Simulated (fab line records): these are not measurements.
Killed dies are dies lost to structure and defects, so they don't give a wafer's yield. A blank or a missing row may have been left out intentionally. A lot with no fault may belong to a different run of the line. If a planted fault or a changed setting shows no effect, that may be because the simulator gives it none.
A lot that was struck, set against a sound lot	flow ritCmos	19 steps out of a route of 202
Sound: these wafers, L237.1, L237.5, L237.6. Wafers L247.2, L247.3, L247.4 were the ones struck. The cause is named last.
Per side, at each step with rows, come the tool, then ch with its chambers, and then its first start. Under that, the readings that differ: sound wafers	struck wafers	difference of the means	sigmas: that difference in standard deviations of wafers without a fault.
alike: words and numbers the same on both sides, and readings whose means are apart by under 2 such deviations; not compared: readings that were withheld, readings missing a value for some wafer, numbers with overlapping values and no deviation given by the record, and bounds like >300 which may hide the same value.
A row with sigmas, a row that says differs or no value, or rows on one side alone: a step with any of these is where the two part. Non-overlapping numbers with no deviation appear without sigmas and do not part them. A reading missing from all wafers of one side parts the sides only when that side holds two or more wafers.

first, 4 steps without rows for these wafers: RIT_PSD_SOFTBAKE_02 (time 60 s); RIT_PSD_EXPOSE_03 (exposes mask M10, target cd 40900 nm); RIT_PSD_PEB_04; RIT_PSD_DEVELOP_05 (develop time 50 s).
RIT_PSD_OVL_MEAS_06:
  sound: overlay-02 at day 3 01:56; struck: overlay-02 at day 5 03:43
  alike: PSD_OVL
then, 2 steps without rows for these wafers: RIT_PSD_HARDBAKE_07 (time 60 s); RIT_PSD_IMPLANT_08.
RIT_PSD_STRIP_09: strips in O2, time 180 s.
  sound on plasmaAsher-03 ch 0,1, day 3 02:17; struck on plasmaAsher-02 ch 0,1, day 5 04:02
  alike: drypumpMotorCurrentA
  not compared: rfHoursCounterH
RIT_PSD_TW_MEAS_10:
  sound: filmMetro-04 at day 3 02:27; struck: filmMetro-04 at day 5 04:14
  alike: PSD_TW
then, 3 steps without rows for these wafers: RIT_SDANNEAL_CLEAN_00 (cleans in SC1, time 600 s); RIT_SDANNEAL_CLEAN_01 (cleans in dHF, time 30 s); RIT_SDANNEAL_CLEAN_02 (cleans in SC2, time 600 s).
RIT_SDANNEAL_RTA_03: time 5 s.
  sound on rtpAnneal-01 ch 0, day 3 02:53; struck on rtpAnneal-01 ch 0, day 5 04:40
reading	sound	struck	difference	sigmas
wafer_temp_C_max	1054.4 1051.9 1053.6	988.3 987.9 989.3	-64.8	-59
RIT_SDANNEAL_RS_MEAS_04: the measuring method here is four-point-probe.
  sound: filmMetro-01 at day 3 02:56; struck: filmMetro-01 at day 5 04:43
reading	sound	struck	difference	sigmas
PSD_RS (ohm/sq)	115.56 115.75 115.90	166.05 166.47 166.76	+50.69	+99 or more
RIT_SDANNEAL_RS_MEAS_05: the measuring method here is four-point-probe.
  sound: filmMetro-01 at day 3 03:04; struck: filmMetro-01 at day 5 04:50
reading	sound	struck	difference	sigmas
NSD_RS (ohm/sq)	84.55 84.44 84.32	87.45 87.51 87.11	+2.92	+10
RIT_SDANNEAL_RS_MEAS_06: the measuring method here is four-point-probe.
  sound: filmMetro-01 at day 3 03:11; struck: filmMetro-01 at day 5 04:58
reading	sound	struck	difference	sigmas
PLDD_RS (ohm/sq)	178.3 178.1 177.5	246.4 246.6 246.8	+68.6	+99 or more
RIT_SDANNEAL_RS_MEAS_07: the measuring method here is four-point-probe.
  sound: filmMetro-01 at day 3 03:18; struck: filmMetro-01 at day 5 05:05
reading	sound	struck	difference	sigmas
NLDD_RS (ohm/sq)	151.3 151.5 151.2	153.8 153.9 153.4	+2.4	+6
then, 1 step without rows for these wafers: RIT_SILICIDE_WET_ETCH_00 (etches SiO2 in BOE, target depth 14 nm, time 15 s).
RIT_M1_PROBE_99:
  sound: prober-01 at day 3 10:18; struck: prober-01 at day 5 12:35
reading	sound	struck	difference	sigmas
model.etest.pmosTurned.rOnOhmUm	3588 3671 3627	4825 4720 4848	+1169	
model.etest.pmos_0p3.rOnOhmUm	6406 6530 6508	7156 7223 7233	+723	
model.etest.pmos_0p15.rOnOhmUm	2878 2937 2912	3494 3435 3475	+559	
model.etest.nmos_0p3.rOnOhmUm	2236 2273 2241	2302 2332 2345	+76	
model.etest.pldd.rsOhmSq	536.1 545.2 528.6	701.3 674 705.5	+157.0	
model.etest.pmosTurned.driveUaUm	179.5 176.3 178.9	116.4 121.6 114.6	-60.7	
model.etest.nmos_0p15.driveUaUm	443.5 441 439.7	411.1 412.8 403.8	-32.2	
  alike: killedAtContacts, killedAtFrontEnd, killedDies, killedOpen, killedShort
  not compared: model.etest.nmos_0p15.rOnOhmUm

WHERE THEY PART
Earliest at RIT_SDANNEAL_RTA_03; latest, in this record, at RIT_SDANNEAL_RS_MEAS_07. Later steps at which nothing parts them and some readings are alike: RIT_M1_PROBE_99.

WHY: the cause the simulator had injected
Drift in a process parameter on rtpAnneal-01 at RIT_SDANNEAL_RTA_03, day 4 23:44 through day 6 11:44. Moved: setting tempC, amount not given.
